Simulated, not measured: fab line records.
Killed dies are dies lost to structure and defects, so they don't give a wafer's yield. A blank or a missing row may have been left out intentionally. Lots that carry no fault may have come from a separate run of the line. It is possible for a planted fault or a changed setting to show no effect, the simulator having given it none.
Struck lot and sound lot, side by side / flow berkeley_cmos170 / 14 steps out of a route of 331
Sound: wafers L570.1, L570.2, L570.4. Struck: wafers L579.2, L579.5, L579.6. Last of all comes the cause.
For every step that has rows: the tool of each side, followed by ch and its chambers, followed by its first start. Under that, the readings that differ: sound wafers / struck wafers / difference of the means / sigmas: that difference in standard deviations of wafers without a fault.
alike: readings whose means differ by less than 2 such deviations, and words and numbers that are the same on both sides. not compared: withheld readings, readings that some wafer has no value for, bounds like >300 that may hide the same value, and numbers for which the record gives no deviation and whose values overlap.
A row with sigmas, a row that says differs or no value, or rows on one side alone: a step with any of these is where the two part. Numbers that don't overlap but have no deviation are shown without sigmas and don't part them. Lack of a reading on every wafer of one side parts them only where that side has two or more wafers.

first, 5 steps without rows for these wafers: UCB170_GATE_COAT_07 (resist thk 900 nm); UCB170_GATE_SOFTBAKE_08 (time 60 s); UCB170_GATE_EXPOSE_09 (exposes mask POLY, target cd 350 nm); UCB170_GATE_PEB_10; UCB170_GATE_DEVELOP_11 (develop time 45 s).
UCB170_GATE_CD_MEAS_12: target cd 350 nm.
  struck on cd_sem-02, day 9 00:19; sound on cd_sem-01, day 6 18:54
  alike: cd_nm
UCB170_GATE_OVL_MEAS_13:
  struck on overlay-01, day 9 00:25; sound on overlay-01, day 6 19:01
  alike: GATE_OVL
UCB170_GATE_ETCH_14: etches BARC in N2/H2.
  sound on rie_diel-04 ch 0,1,2, day 6 19:04; struck on rie_diel-04 ch 0,2,3, day 9 00:26
reading=bias_w (W); sound=100.4 101.0 100.3; struck=100.0 99.6 100.2; difference=-0.6; sigmas=-2
  alike: drypump_motor_current_A, oes_product_au, rf_fwd_power_W, throttle_valve_pct
UCB170_GATE_ETCH_15: etches poly-Si in HBr/Cl2, stops on SiO2, time 56.3 s, target depth 278.2 nm.
  sound on rie_si-02 ch 0,1,3, day 6 19:06; struck on rie_si-02 ch 0,3, day 9 00:29
  alike: bias_w, drypump_motor_current_A, oes_product_au, rf_fwd_power_W, throttle_valve_pct
  not compared: rf_hours_counter_h
UCB170_GATE_STRIP_16: strips in O2.
  sound on plasma_asher-02 ch 0,1, day 6 19:09; struck on plasma_asher-01 ch 0,1, day 9 00:32
  alike: drypump_motor_current_A, oes_product_au
  not compared: rf_hours_counter_h
UCB170_GATE_CD_MEAS_90: target cd 350 nm.
  struck on cd_sem-01, day 9 00:39; sound on cd_sem-02, day 6 19:18
  alike: cd_nm
then, 1 step without rows for these wafers: UCB170_GATE_CLEAN_17 (cleans in SPM, time 600 s).
UCB170_PLDD_HMDS_00: prime time 60 s.
  sound on litho_track-04 ch 0, day 6 19:37; struck on litho_track-04 ch 0, day 9 00:57
reading=prime_temp_c (C); sound=99.83 99.90 99.63; struck=97.98 98.15 98.06; difference=-1.72; sigmas=-14
  alike: exhaust_pa
then, 1 step without rows for these wafers: UCB170_PLDD_COAT_01 (resist thk 900 nm).

WHERE THEY PART
Last at UCB170_PLDD_HMDS_00 as far as this record goes, first at UCB170_GATE_ETCH_14.

WHY: the cause the simulator had injected
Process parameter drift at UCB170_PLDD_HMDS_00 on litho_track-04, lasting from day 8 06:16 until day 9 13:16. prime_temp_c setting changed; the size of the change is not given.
